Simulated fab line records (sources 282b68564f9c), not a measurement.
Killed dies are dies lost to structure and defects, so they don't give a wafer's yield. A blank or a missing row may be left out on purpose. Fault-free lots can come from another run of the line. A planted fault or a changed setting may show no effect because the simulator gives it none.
Which tool is to blame? / flow rit_cmos / 39 wafers from 13 lots sampled at 5 of the route's 202 steps

WHAT THE GAUGES SHOWED, per wafer
RIT_ACTIVE_CD_MEAS_11: target cd 1400 nm.
lot=L387; measured=day 1 15:09; on=cd_sem-01; cd_nm (nm)=1399.6 1399.8 1401.7
lot=L388; measured=day 1 19:40; on=cd_sem-01; cd_nm (nm)=1397.7 1397.9 1399.9
lot=L389; measured=day 2 02:26; on=cd_sem-01; cd_nm (nm)=1400.9 1401.8 1401.1
lot=L391; measured=day 2 10:32; on=cd_sem-02; cd_nm (nm)=1400.5 1401.7 1401.1
lot=L392; measured=day 2 15:38; on=cd_sem-01; cd_nm (nm)=1402.1 1398.9 1399.6
lot=L394; measured=day 3 01:26; on=cd_sem-01; cd_nm (nm)=1400.8 1404.0 1403.7
lot=L395; measured=day 3 09:39; on=cd_sem-01; cd_nm (nm)=1400.8 1400.3 1397.9
lot=L396; measured=day 3 15:16; on=cd_sem-01; cd_nm (nm)=1397.4 1398.5 1395.3
lot=L397; measured=day 3 16:49; on=cd_sem-01; cd_nm (nm)=1400.6 1399.7 1400.4
lot=L398; measured=day 3 21:59; on=cd_sem-01; cd_nm (nm)=1396.0 1397.1 1400.2
lot=L400; measured=day 4 09:32; on=cd_sem-01; cd_nm (nm)=1401.2 1399.0 1398.4
lot=L402; measured=day 4 17:53; on=cd_sem-01; cd_nm (nm)=1401.1 1401.1 1400.7
lot=L407; measured=day 5 19:25; on=cd_sem-01; cd_nm (nm)=1377.6 1371.8 1389.9

RIT_FOX2_THK_MEAS_01.
lot=L387; measured=day 1 20:05; on=film_metro-02; FOX2_OXIDE_THK (nm)=354 355 352
lot=L388; measured=day 2 01:56; on=film_metro-03; FOX2_OXIDE_THK (nm)=348 346 344
lot=L389; measured=day 2 06:56; on=film_metro-03; FOX2_OXIDE_THK (nm)=343 343 345
lot=L391; measured=day 2 15:04; on=film_metro-04; FOX2_OXIDE_THK (nm)=343 337 342
lot=L392; measured=day 2 21:53; on=film_metro-03; FOX2_OXIDE_THK (nm)=345 344 349
lot=L394; measured=day 3 07:46; on=film_metro-03; FOX2_OXIDE_THK (nm)=361 356 354
lot=L395; measured=day 3 14:25; on=film_metro-04; FOX2_OXIDE_THK (nm)=349 346 346
lot=L396; measured=day 3 19:09; on=film_metro-04; FOX2_OXIDE_THK (nm)=351 347 352
lot=L397; measured=day 3 20:53; on=film_metro-04; FOX2_OXIDE_THK (nm)=349 348 351
lot=L398; measured=day 4 01:51; on=film_metro-02; FOX2_OXIDE_THK (nm)=348 344 345
lot=L400; measured=day 4 13:25; on=film_metro-03; FOX2_OXIDE_THK (nm)=350 348 354
lot=L402; measured=day 4 23:03; on=film_metro-02; FOX2_OXIDE_THK (nm)=353 350 354
lot=L407; measured=day 5 23:39; on=film_metro-04; FOX2_OXIDE_THK (nm)=350 353 359

RIT_FOX2_THK_MEAS_90.
lot=L387; measured=day 1 21:03; on=film_metro-03; FIELD_OXIDE_LEFT_1_THK (nm)=327 327 324
lot=L388; measured=day 2 03:38; on=film_metro-04; FIELD_OXIDE_LEFT_1_THK (nm)=321 318 317
lot=L389; measured=day 2 08:34; on=film_metro-04; FIELD_OXIDE_LEFT_1_THK (nm)=316 315 318
lot=L391; measured=day 2 15:57; on=film_metro-02; FIELD_OXIDE_LEFT_1_THK (nm)=316 310 315
lot=L392; measured=day 2 22:46; on=film_metro-03; FIELD_OXIDE_LEFT_1_THK (nm)=317 317 322
lot=L394; measured=day 3 08:38; on=film_metro-04; FIELD_OXIDE_LEFT_1_THK (nm)=334 329 327
lot=L395; measured=day 3 15:17; on=film_metro-04; FIELD_OXIDE_LEFT_1_THK (nm)=321 318 318
lot=L396; measured=day 3 20:02; on=film_metro-04; FIELD_OXIDE_LEFT_1_THK (nm)=324 319 325
lot=L397; measured=day 3 21:46; on=film_metro-04; FIELD_OXIDE_LEFT_1_THK (nm)=322 321 324
lot=L398; measured=day 4 02:43; on=film_metro-03; FIELD_OXIDE_LEFT_1_THK (nm)=322 318 318
lot=L400; measured=day 4 14:18; on=film_metro-02; FIELD_OXIDE_LEFT_1_THK (nm)=322 321 327
lot=L402; measured=day 4 23:56; on=film_metro-03; FIELD_OXIDE_LEFT_1_THK (nm)=326 323 327
lot=L407; measured=day 6 00:31; on=film_metro-02; FIELD_OXIDE_LEFT_1_THK (nm)=324 326 332

RIT_SPACER_THK_MEAS_04.
lot=L387; measured=day 3 04:04; on=film_metro-04; SPACER_NITRIDE_THK (nm)=248.8 245.3 246.8
lot=L388; measured=day 3 11:29; on=film_metro-04; SPACER_NITRIDE_THK (nm)=249.4 250.4 250.2
lot=L389; measured=day 3 15:03; on=film_metro-03; SPACER_NITRIDE_THK (nm)=250.6 251.5 248.9
lot=L391; measured=day 3 23:11; on=film_metro-01; SPACER_NITRIDE_THK (nm)=248.4 248.8 247.4
lot=L392; measured=day 4 03:32; on=film_metro-03; SPACER_NITRIDE_THK (nm)=249.2 249.5 249.7
lot=L394; measured=day 4 10:29; on=film_metro-04; SPACER_NITRIDE_THK (nm)=250.3 249.7 252.4
lot=L395; measured=day 4 20:53; on=film_metro-04; SPACER_NITRIDE_THK (nm)=246.9 249.1 249.3
lot=L396; measured=day 5 00:11; on=film_metro-04; SPACER_NITRIDE_THK (nm)=250.7 251.0 249.3
lot=L397; measured=day 5 02:07; on=film_metro-03; SPACER_NITRIDE_THK (nm)=250.6 250.2 250.4
lot=L398; measured=day 5 06:58; on=film_metro-03; SPACER_NITRIDE_THK (nm)=249.5 248.0 248.9
lot=L400; measured=day 5 20:30; on=film_metro-04; SPACER_NITRIDE_THK (nm)=246.8 245.8 247.7
lot=L402; measured=day 6 05:50; on=film_metro-03; SPACER_NITRIDE_THK (nm)=252.5 250.3 252.3
lot=L407; measured=day 7 03:33; on=film_metro-04; SPACER_NITRIDE_THK (nm)=256.2 254.9 255.4

WHAT TOOL EACH LOT RAN ON (gives the tool, then ch and the chambers of the sampled wafers, and finally the start)
lot=L387; RIT_ACTIVE_EXPOSE_08=iline_stepper-01 ch 0, day 1 14:45
lot=L388; RIT_ACTIVE_EXPOSE_08=iline_stepper-01 ch 0, day 1 19:16
lot=L389; RIT_ACTIVE_EXPOSE_08=iline_stepper-02 ch 0, day 2 02:02
lot=L391; RIT_ACTIVE_EXPOSE_08=iline_stepper-02 ch 0, day 2 10:08
lot=L392; RIT_ACTIVE_EXPOSE_08=iline_stepper-02 ch 0, day 2 15:14
lot=L394; RIT_ACTIVE_EXPOSE_08=iline_stepper-02 ch 0, day 3 01:02
lot=L395; RIT_ACTIVE_EXPOSE_08=iline_stepper-01 ch 0, day 3 09:15
lot=L396; RIT_ACTIVE_EXPOSE_08=iline_stepper-01 ch 0, day 3 14:52
lot=L397; RIT_ACTIVE_EXPOSE_08=iline_stepper-02 ch 0, day 3 16:25
lot=L398; RIT_ACTIVE_EXPOSE_08=iline_stepper-02 ch 0, day 3 21:35
lot=L400; RIT_ACTIVE_EXPOSE_08=iline_stepper-02 ch 0, day 4 09:04
lot=L402; RIT_ACTIVE_EXPOSE_08=iline_stepper-01 ch 0, day 4 17:29
lot=L407; RIT_ACTIVE_EXPOSE_08=iline_stepper-01 ch 0, day 5 19:01
- RIT_ACTIVE_EXPOSE_08: exposes mask M1, target cd 1400 nm.

WHAT THE TOOLS THEMSELVES READ (means of the sampled wafers that have a number; where no wafer has one, the mark that the record gives instead)
RIT_ACTIVE_EXPOSE_08.
lot=L387 tool=iline_stepper-01 exposure_dose_mJ_cm2=225.30
lot=L388 tool=iline_stepper-01 exposure_dose_mJ_cm2=224.88
lot=L389 tool=iline_stepper-02 exposure_dose_mJ_cm2=224.72
lot=L391 tool=iline_stepper-02 exposure_dose_mJ_cm2=225.03
lot=L392 tool=iline_stepper-02 exposure_dose_mJ_cm2=224.98
lot=L394 tool=iline_stepper-02 exposure_dose_mJ_cm2=224.64
lot=L395 tool=iline_stepper-01 exposure_dose_mJ_cm2=225.05
lot=L396 tool=iline_stepper-01 exposure_dose_mJ_cm2=224.99
lot=L397 tool=iline_stepper-02 exposure_dose_mJ_cm2=224.87
lot=L398 tool=iline_stepper-02 exposure_dose_mJ_cm2=224.69
lot=L400 tool=iline_stepper-02 exposure_dose_mJ_cm2=224.58
lot=L402 tool=iline_stepper-01 exposure_dose_mJ_cm2=225.00
lot=L407 tool=iline_stepper-01 exposure_dose_mJ_cm2=221.68

THE ANSWER, worked out from the rows above alone
Rule: usual is defined by the lots themselves. The widest of any qualifying gaps counts: lots, ordered by their means at a reading, are off when they make up no more than a third of the lots, leave a main group of 4 or more, and stand apart from it by 3 or more times the standard deviation of that group's means. A main group is skipped when, at the precision printed for the reading in the tables above, its means are all equal. Also off: a lot with no number at a reading for which 4 or more lots have one. Any other lot the step has rows for is counted as sound. Order of review: gauges by route order, followed by the tools' own readings, for which a lot's mean as printed above is used. The first step at which some lot is off is used, and at that step the reading that is off furthest; a lot without a number counts as furthest.
Off: L407, at RIT_ACTIVE_CD_MEAS_11 (cd_nm). Mean 1400.0 nm and standard deviation 1.5 in the main group.
If a tool, at a process step before that reading, ran all the lots that are off and no sound lot after the first of them, it fits. The gauges at RIT_ACTIVE_CD_MEAS_11 aren't tried: what is off there is off at RIT_ACTIVE_EXPOSE_08 too, on other tools, and a gauge's error can't cause that. One candidate fits, namely iline_stepper-01 at RIT_ACTIVE_EXPOSE_08. Its last sound lot is L402 (day 4 17:29), its first lot that is off L407 (day 5 19:01): a fault that began between those two fits.
The tool's own readings at RIT_ACTIVE_EXPOSE_08 bear it out: on the lots that are off they differ by more than 5 times the standard deviation of the sound lots' means. exposure_dose_mJ_cm2 reads 221.68 there against 224.89 on the sound lots.

WHAT HAD BEEN PUT IN BY THE SIMULATOR
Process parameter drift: iline_stepper-01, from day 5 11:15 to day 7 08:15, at RIT_ACTIVE_EXPOSE_08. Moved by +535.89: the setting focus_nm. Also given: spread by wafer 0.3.
Struck lots among those shown: L407. The same result came from the rule above.
